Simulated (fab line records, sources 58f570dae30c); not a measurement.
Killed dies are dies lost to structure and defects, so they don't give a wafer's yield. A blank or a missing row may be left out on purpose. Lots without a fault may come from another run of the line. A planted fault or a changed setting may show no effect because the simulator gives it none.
Which tool did it? | flow berkeley_cmos170 | 14 lots, 42 wafers sampled, at 4 steps of a route of 331

WHAT THE GAUGES READ, wafer by wafer
UCB170_PFIELD_OVL_MEAS_06. Usual: PFIELD_OVL 0 nm, standard deviation 5.2.
lot  | measured    | on         | PFIELD_OVL (nm) | flag
L765 | day 4 18:49 | overlay-01 | -4 -3 1         |
L766 | day 5 00:42 | overlay-02 | 6 -2 -3         |
L767 | day 5 00:56 | overlay-01 | 1 9 8           |
L769 | day 5 12:40 | overlay-02 | -3 -2 1         |
L771 | day 5 23:27 | overlay-01 | 1 0 0           |
L770 | day 5 23:52 | overlay-01 | -8 -4 -1        |
L772 | day 6 05:23 | overlay-02 | 7 9 5           |
L774 | day 6 12:49 | overlay-02 | 3 2 5           |
L773 | day 6 13:07 | overlay-02 | -6 -8 -15       |
L776 | day 7 00:52 | overlay-02 | -3 -5 12        |
L775 | day 7 01:14 | overlay-01 | -5 -2 7         |
L779 | day 7 13:37 | overlay-01 | 2 -8 -4         |
L780 | day 7 16:54 | overlay-01 | -1 -6 1         |
L783 | day 8 11:01 | overlay-02 | 2 7 -6          |

UCB170_M3_CD_MEAS_15: target cd 700 nm. Usual: cd_nm 699.9 nm, standard deviation 1.3.
lot  | measured     | on        | cd_nm (nm)        | flag
L765 | day 8 05:37  | cd_sem-01 | 699.2 697.5 699.2 |
L766 | day 8 11:49  | cd_sem-02 | 698.7 700.4 699.7 |
L767 | day 8 13:01  | cd_sem-01 | 700.7 701.4 700.6 |
L769 | day 9 06:07  | cd_sem-01 | 699.3 698.9 698.7 |
L771 | day 9 14:56  | cd_sem-01 | 701.8 701.1 702.5 |
L770 | day 9 15:10  | cd_sem-02 | 698.9 699.5 700.6 |
L772 | day 9 21:27  | cd_sem-02 | 697.4 697.3 698.0 |
L774 | day 10 08:25 | cd_sem-02 | 700.6 700.8 700.1 |
L773 | day 10 07:45 | cd_sem-02 | 700.8 701.3 702.2 |
L776 | day 10 17:20 | cd_sem-01 | 698.3 698.4 699.0 |
L775 | day 10 16:49 | cd_sem-01 | 698.3 696.9 698.2 |
L779 | day 11 10:58 | cd_sem-01 | 700.7 699.1 700.4 |
L780 | day 11 11:44 | cd_sem-01 | 701.4 701.4 702.0 |
L783 | day 12 02:01 | cd_sem-01 | 700.5 702.1 699.7 |

UCB170_M3_OVL_MEAS_16. Usual: M3_OVL 1 nm, standard deviation 5.2.
lot  | measured     | on         | M3_OVL (nm) | flag
L765 | day 8 05:44  | overlay-02 | 2 -1 -3     |
L766 | day 8 11:55  | overlay-02 | 1 2 7       |
L767 | day 8 13:08  | overlay-01 | 3 -3 3      |
L769 | day 9 06:13  | overlay-02 | -1 -1 9     |
L771 | day 9 15:01  | overlay-01 | 4 0 -2      |
L770 | day 9 15:17  | overlay-02 | -5 2 -4     |
L772 | day 9 21:34  | overlay-01 | 1 -5 -10    |
L774 | day 10 08:32 | overlay-02 | -1 2 0      |
L773 | day 10 07:50 | overlay-02 | -2 -2 2     |
L776 | day 10 17:26 | overlay-01 | 0 -1 3      |
L775 | day 10 16:55 | overlay-01 | -8 0 -2     |
L779 | day 11 11:05 | overlay-02 | -4 9 2      |
L780 | day 11 11:52 | overlay-02 | -5 2 0      |
L783 | day 12 02:08 | overlay-02 | -7 -6 -7    |

WHICH TOOL RAN EACH LOT (tool, then ch and the chambers of the sampled wafers, then the start)
lot  | UCB170_PVT_STRIP_08
L765 | plasma_asher-01 ch 0,1, day 6 02:31
L766 | plasma_asher-01 ch 0,1, day 6 08:26
L767 | plasma_asher-04 ch 0,1, day 6 08:35
L769 | plasma_asher-01 ch 1, day 6 17:23
L771 | plasma_asher-03 ch 0,1, day 7 06:05
L770 | plasma_asher-01 ch 0,1, day 7 06:29
L772 | plasma_asher-04 ch 0,1, day 7 15:30
L774 | plasma_asher-03 ch 0,1, day 7 23:08
L773 | plasma_asher-01 ch 0,1, day 7 23:49
L776 | plasma_asher-04 ch 0,1, day 8 10:22
L775 | plasma_asher-03 ch 0,1, day 8 09:47
L779 | plasma_asher-01 ch 0,1, day 9 04:05
L780 | plasma_asher-01 ch 0,1, day 9 04:38
L783 | plasma_asher-01 ch 0,1, day 9 19:55
- UCB170_PVT_STRIP_08: strips in O2.

WHAT THE TOOLS THEMSELVES READ (means of the sampled wafers that have a number; where no wafer has one, the mark that the record gives instead)
UCB170_PVT_STRIP_08. Usual: chamber_pressure_mTorr 3500 mTorr, standard deviation 3; drypump_motor_current_A 5.6 A, standard deviation 0.44; o2_flow_sccm 400.1 sccm, standard deviation 1.3; oes_product_au 0.734 a.u., standard deviation 0.0051; strip_time_to_endpoint_s 21.66 s, standard deviation 0.064.
lot  | tool            | chamber_pressure_mTorr (mTorr) | drypump_motor_current_A (A) | o2_flow_sccm (sccm) | oes_product_au (a.u.) | strip_time_to_endpoint_s (s) | flag
L765 | plasma_asher-01 | 3501                           | 5.9                         | 399.4               | 0.735                 | 21.69                        |
L766 | plasma_asher-01 | 3500                           | 5.8                         | 400.4               | 0.737                 | 21.62                        |
L767 | plasma_asher-04 | 3500                           | 5.4                         | 400.2               | 0.734                 | 21.56                        |
L769 | plasma_asher-01 | 3502                           | 6.2                         | 399.7               | 0.732                 | 21.69                        |
L771 | plasma_asher-03 | 3502                           | 5.9                         | 401.7               | 0.736                 | 21.72                        |
L770 | plasma_asher-01 | 3498                           | 5.9                         | 400.2               | 0.731                 | 21.61                        |
L772 | plasma_asher-04 | 3503                           | 5.4                         | 399.8               | 0.734                 | 21.65                        |
L774 | plasma_asher-03 | 3499                           | 5.8                         | 399.1               | 0.731                 | 21.77                        |
L773 | plasma_asher-01 | 3500                           | 5.9                         | 398.9               | 0.733                 | 21.70                        |
L776 | plasma_asher-04 | 3497                           | 5.3                         | 400.8               | 0.732                 | 21.67                        |
L775 | plasma_asher-03 | 3497                           | 5.9                         | 398.7               | 0.736                 | 21.60                        |
L779 | plasma_asher-01 | 3501                           | 5.5                         | 399.5               | 0.732                 | 21.59                        |
L780 | plasma_asher-01 | 3500                           | 5.8                         | 480.1               | 0.748                 | 21.11                        | OFF
L783 | plasma_asher-01 | 3500                           | 5.8                         | 479.0               | 0.752                 | 21.19                        | OFF

THE ANSWER, worked out from the rows above alone
Rule: a lot is off if the mean of its wafers that have a number lies more than 3 standard deviations from the usual mean. A lot without any number at a reading at which 4 lots or more have one is off too. The other lots that the step has rows for count as sound. The gauges are gone through in route order, then the tools' own readings, and for those a lot's mean is taken as printed above. The first step at which some lot is off is used, and at that step the reading that is off furthest; a lot without a number counts as furthest.
Off: L780, L783, at UCB170_PVT_STRIP_08 (o2_flow_sccm).
A tool fits if, at that step or a process step before it, it ran every lot that is off, and no sound lot after the first of them. One fits: plasma_asher-01 at UCB170_PVT_STRIP_08. Its last sound lot is L779 (day 9 04:05), its first lot that is off L780 (day 9 04:38): a fault that began between those two fits.
The tool's own readings at UCB170_PVT_STRIP_08 bear it out: on the lots that are off they differ by more than 5 times the standard deviation of the sound lots' means. o2_flow_sccm reads 479.6 sccm there against 399.9 sccm on the sound lots; oes_product_au reads 0.750 a.u. there against 0.734 a.u. on the sound lots; strip_time_to_endpoint_s reads 21.15 s there against 21.66 s on the sound lots.

WHAT THE SIMULATOR HAD PUT IN
Process parameter drift: plasma_asher-01, from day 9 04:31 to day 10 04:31, at UCB170_PVT_STRIP_08. Setting o2_flow_sccm, moved by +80, from 400. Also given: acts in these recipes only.
Lots struck among those shown: L780, L783. The rule above found the same.
